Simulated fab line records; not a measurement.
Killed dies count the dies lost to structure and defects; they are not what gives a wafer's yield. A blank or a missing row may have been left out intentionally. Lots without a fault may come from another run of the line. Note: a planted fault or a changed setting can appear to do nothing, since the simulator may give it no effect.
Split-lot experiment | flow berkeley_cmos170 | 23 wafers read from 5 lots, route of 331 steps

## THE SPLIT ITSELF
At UCB170_PWELL_OXIDATION_02 (target thk 26.4 nm, ox time 1260 s), the setting ox_time_s was moved away from the recipe's 1260 s on 20 of the 23 wafers read, by -8.3% to +13.0%. All remaining wafers had this setting at the recipe value.

Reading taken at the split's own step.

## THE READING
SiO2_of_PWELL_OXIDATION_02.thk_nm (the simulator's own value, which no gauge read), in nm, at UCB170_PWELL_OXIDATION_02 (target thk 26.4 nm, ox time 1260 s). There is no usual value for it anywhere in the file. Average 25.93 nm, standard deviation 0.29 nm, over the 3 wafers here run with the recipe.

wafer  | tool, chamber at the split | ox_time_s as run, s | against the recipe | SiO2_of_PWELL_OXIDATION_02.thk_nm, nm | against lot-mates on the recipe
L075.1 | -, -                       | 1155                | -8.3%              | 26.16                                 | no lot-mate on the recipe
L075.2 | -, -                       | 1155                | -8.3%              | 25.92                                 | no lot-mate on the recipe
L075.4 | -, -                       | 1155                | -8.3%              | 25.76                                 | no lot-mate on the recipe
L075.5 | -, -                       | 1155                | -8.3%              | 25.85                                 | no lot-mate on the recipe
L075.6 | -, -                       | 1155                | -8.3%              | 25.62                                 | no lot-mate on the recipe
L078.1 | -, -                       | 1424                | +13.0%             | 28.86                                 | no lot-mate on the recipe
L078.3 | -, -                       | 1424                | +13.0%             | 28.81                                 | no lot-mate on the recipe
L078.4 | -, -                       | 1424                | +13.0%             | 29.09                                 | no lot-mate on the recipe
L078.5 | -, -                       | 1424                | +13.0%             | 28.56                                 | no lot-mate on the recipe
L078.6 | -, -                       | 1424                | +13.0%             | 28.88                                 | no lot-mate on the recipe
L080.1 | -, -                       | 1373                | +9.0%              | 29.16                                 | no lot-mate on the recipe
L080.2 | -, -                       | 1373                | +9.0%              | 28.64                                 | no lot-mate on the recipe
L080.4 | -, -                       | 1373                | +9.0%              | 29.21                                 | no lot-mate on the recipe
L080.5 | -, -                       | 1373                | +9.0%              | 28.97                                 | no lot-mate on the recipe
L080.6 | -, -                       | 1373                | +9.0%              | 28.96                                 | no lot-mate on the recipe
L083.3 | furnace-02, 0              | 1260                | recipe             | 26.27                                 | -
L083.4 | furnace-02, 0              | 1260                | recipe             | 25.56                                 | -
L083.5 | furnace-02, 0              | 1260                | recipe             | 25.97                                 | -
L084.1 | -, -                       | 1401                | +11.2%             | 27.76                                 | no lot-mate on the recipe
L084.2 | -, -                       | 1401                | +11.2%             | 27.58                                 | no lot-mate on the recipe
L084.3 | -, -                       | 1401                | +11.2%             | 28.16                                 | no lot-mate on the recipe
L084.5 | -, -                       | 1401                | +11.2%             | 27.54                                 | no lot-mate on the recipe
L084.6 | -, -                       | 1401                | +11.2%             | 28.11                                 | no lot-mate on the recipe

THE FIT
A straight line over all 23 wafers: SiO2_of_PWELL_OXIDATION_02.thk_nm changes by +0.145 nm for each +1% of ox_time_s; r = +0.88; the points scatter about the line by 0.67 nm.
Too few moved wafers with a lot-mate on the recipe to fit a line net of each lot's own level.

## THE FILE'S OWN FIT
SiO2_of_PWELL_OXIDATION_02.thk_nm changes by +0.145 nm for each +1% of ox_time_s, r = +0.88.
